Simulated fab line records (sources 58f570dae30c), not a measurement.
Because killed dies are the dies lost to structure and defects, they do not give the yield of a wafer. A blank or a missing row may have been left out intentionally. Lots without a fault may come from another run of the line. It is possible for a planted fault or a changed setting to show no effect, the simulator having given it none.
What tool caused it? || flow berkeley-cmos170 || 14 lots, 41 wafers sampled, at 3 steps of a route of 331

## WHAT THE GAUGES SHOWED, per wafer
UCB170_PFIELD_TW_MEAS_09. Usual: PFIELD_TW gives 599 (standard deviation 5.2).
{"lot": "L789", "measured": "day 4 18:39", "on": "film-metro-01", "PFIELD_TW": "606 603 608", "flag": ""}
{"lot": "L790", "measured": "day 4 19:07", "on": "film-metro-02", "PFIELD_TW": "593 595 597", "flag": ""}
{"lot": "L791", "measured": "day 5 01:01", "on": "film-metro-02", "PFIELD_TW": "598 597 594", "flag": ""}
{"lot": "L792", "measured": "day 5 01:13", "on": "film-metro-02", "PFIELD_TW": "597 594 594", "flag": ""}
{"lot": "L794", "measured": "day 5 12:57", "on": "film-metro-01", "PFIELD_TW": "604 606 607", "flag": ""}
{"lot": "L793", "measured": "day 5 13:14", "on": "film-metro-01", "PFIELD_TW": "612 607 606", "flag": ""}
{"lot": "L796", "measured": "day 5 23:44", "on": "film-metro-01", "PFIELD_TW": "604 608 602", "flag": ""}
{"lot": "L795", "measured": "day 6 00:09", "on": "film-metro-04", "PFIELD_TW": "598 597 596", "flag": ""}
{"lot": "L801", "measured": "day 7 01:10", "on": "film-metro-01", "PFIELD_TW": "601 603", "flag": ""}
{"lot": "L800", "measured": "day 7 01:32", "on": "film-metro-04", "PFIELD_TW": "596 593 596", "flag": ""}
{"lot": "L802", "measured": "day 7 09:50", "on": "film-metro-02", "PFIELD_TW": "600 601 597", "flag": ""}
{"lot": "L809", "measured": "day 9 01:37", "on": "film-metro-02", "PFIELD_TW": "596 594 594", "flag": ""}
{"lot": "L810", "measured": "day 9 02:13", "on": "film-metro-01", "PFIELD_TW": "601 604 598", "flag": ""}
{"lot": "L812", "measured": "day 9 08:04", "on": "film-metro-04", "PFIELD_TW": "594 594 595", "flag": ""}

UCB170_NVT_TW_MEAS_09. Usual: NVT_TW gives 520 (standard deviation 3.9).
{"lot": "L789", "measured": "day 6 00:46", "on": "film-metro-04", "NVT_TW": "520 521 520", "flag": ""}
{"lot": "L790", "measured": "day 6 00:59", "on": "film-metro-04", "NVT_TW": "521 521 521", "flag": ""}
{"lot": "L791", "measured": "day 6 06:34", "on": "film-metro-04", "NVT_TW": "520 517 515", "flag": ""}
{"lot": "L792", "measured": "day 6 06:35", "on": "film-metro-02", "NVT_TW": "520 516 519", "flag": ""}
{"lot": "L794", "measured": "day 6 15:52", "on": "film-metro-01", "NVT_TW": "527 526 526", "flag": ""}
{"lot": "L793", "measured": "day 6 15:41", "on": "film-metro-02", "NVT_TW": "520 519 517", "flag": ""}
{"lot": "L796", "measured": "day 7 04:26", "on": "film-metro-01", "NVT_TW": "527 526 526", "flag": ""}
{"lot": "L795", "measured": "day 7 04:39", "on": "film-metro-01", "NVT_TW": "524 526 522", "flag": ""}
{"lot": "L801", "measured": "day 8 07:52", "on": "film-metro-01", "NVT_TW": "529 523", "flag": ""}
{"lot": "L800", "measured": "day 8 07:37", "on": "film-metro-04", "NVT_TW": "519 516 517", "flag": ""}
{"lot": "L802", "measured": "day 8 15:29", "on": "film-metro-02", "NVT_TW": "519 523 517", "flag": ""}
{"lot": "L809", "measured": "day 10 04:13", "on": "film-metro-02", "NVT_TW": "519 518 521", "flag": ""}
{"lot": "L810", "measured": "day 10 04:31", "on": "film-metro-04", "NVT_TW": "517 517 520", "flag": ""}
{"lot": "L812", "measured": "day 10 12:47", "on": "film-metro-02", "NVT_TW": "518 518 517", "flag": ""}

UCB170_GATE_THK_MEAS_05. Usual: GATE_POLY_THK gives 212.2 nm (standard deviation 2.2).
{"lot": "L789", "measured": "day 6 15:21", "on": "film-metro-04", "GATE_POLY_THK (nm)": "213.8 213.4 213.9", "flag": ""}
{"lot": "L790", "measured": "day 6 15:20", "on": "film-metro-01", "GATE_POLY_THK (nm)": "213.2 212.1 210.3", "flag": ""}
{"lot": "L791", "measured": "day 6 21:25", "on": "film-metro-03", "GATE_POLY_THK (nm)": "214.4 213.2 212.3", "flag": ""}
{"lot": "L792", "measured": "day 6 21:24", "on": "film-metro-04", "GATE_POLY_THK (nm)": "211.8 213.3 213.0", "flag": ""}
{"lot": "L794", "measured": "day 7 08:56", "on": "film-metro-03", "GATE_POLY_THK (nm)": "210.4 212.2 210.0", "flag": ""}
{"lot": "L793", "measured": "day 7 08:57", "on": "film-metro-04", "GATE_POLY_THK (nm)": "214.1 215.4 214.8", "flag": ""}
{"lot": "L796", "measured": "day 7 19:10", "on": "film-metro-01", "GATE_POLY_THK (nm)": "211.9 213.0 211.6", "flag": ""}
{"lot": "L795", "measured": "day 7 19:08", "on": "film-metro-03", "GATE_POLY_THK (nm)": "213.6 211.0 212.2", "flag": ""}
{"lot": "L801", "measured": "day 8 23:32", "on": "film-metro-03", "GATE_POLY_THK (nm)": "210.4 210.2", "flag": ""}
{"lot": "L800", "measured": "day 8 23:32", "on": "film-metro-01", "GATE_POLY_THK (nm)": "208.6 207.0 206.6", "flag": ""}
{"lot": "L802", "measured": "day 9 04:39", "on": "film-metro-04", "GATE_POLY_THK (nm)": "213.6 211.5 211.9", "flag": ""}
{"lot": "L809", "measured": "day 10 19:25", "on": "film-metro-01", "GATE_POLY_THK (nm)": "211.6 212.3 212.7", "flag": ""}
{"lot": "L810", "measured": "day 10 19:25", "on": "film-metro-04", "GATE_POLY_THK (nm)": "214.0 212.1 213.1", "flag": ""}
{"lot": "L812", "measured": "day 11 01:01", "on": "film-metro-01", "GATE_POLY_THK (nm)": "212.3 209.0 209.7", "flag": ""}

## EACH LOT AND THE TOOL THAT RAN IT (in order: tool; ch and the chambers of the sampled wafers; start)
Before these readings, the record contains no process step.

## WHAT THE TOOLS THEMSELVES READ (means of the sampled wafers that have a number; where no wafer has one, the mark that the record gives instead)
The record holds no such reading with a usual standard deviation.

## THE ANSWER, worked out from the rows above alone
Rule: a lot counts as off when the mean over its wafers that have a number is more than 3 standard deviations away from the usual mean. A lot without any number at a reading at which 4 lots or more have one is off too. All remaining lots with rows at the step are treated as sound. First the gauges in route order, then the tools' own readings, where a lot's mean is used as printed above. The first step at which some lot is off is used, and at that step the reading that is off furthest; a lot without a number counts as furthest.
No lot is off at any reading shown: from this, nothing can be told.

## WHAT HAD BEEN PUT IN BY THE SIMULATOR
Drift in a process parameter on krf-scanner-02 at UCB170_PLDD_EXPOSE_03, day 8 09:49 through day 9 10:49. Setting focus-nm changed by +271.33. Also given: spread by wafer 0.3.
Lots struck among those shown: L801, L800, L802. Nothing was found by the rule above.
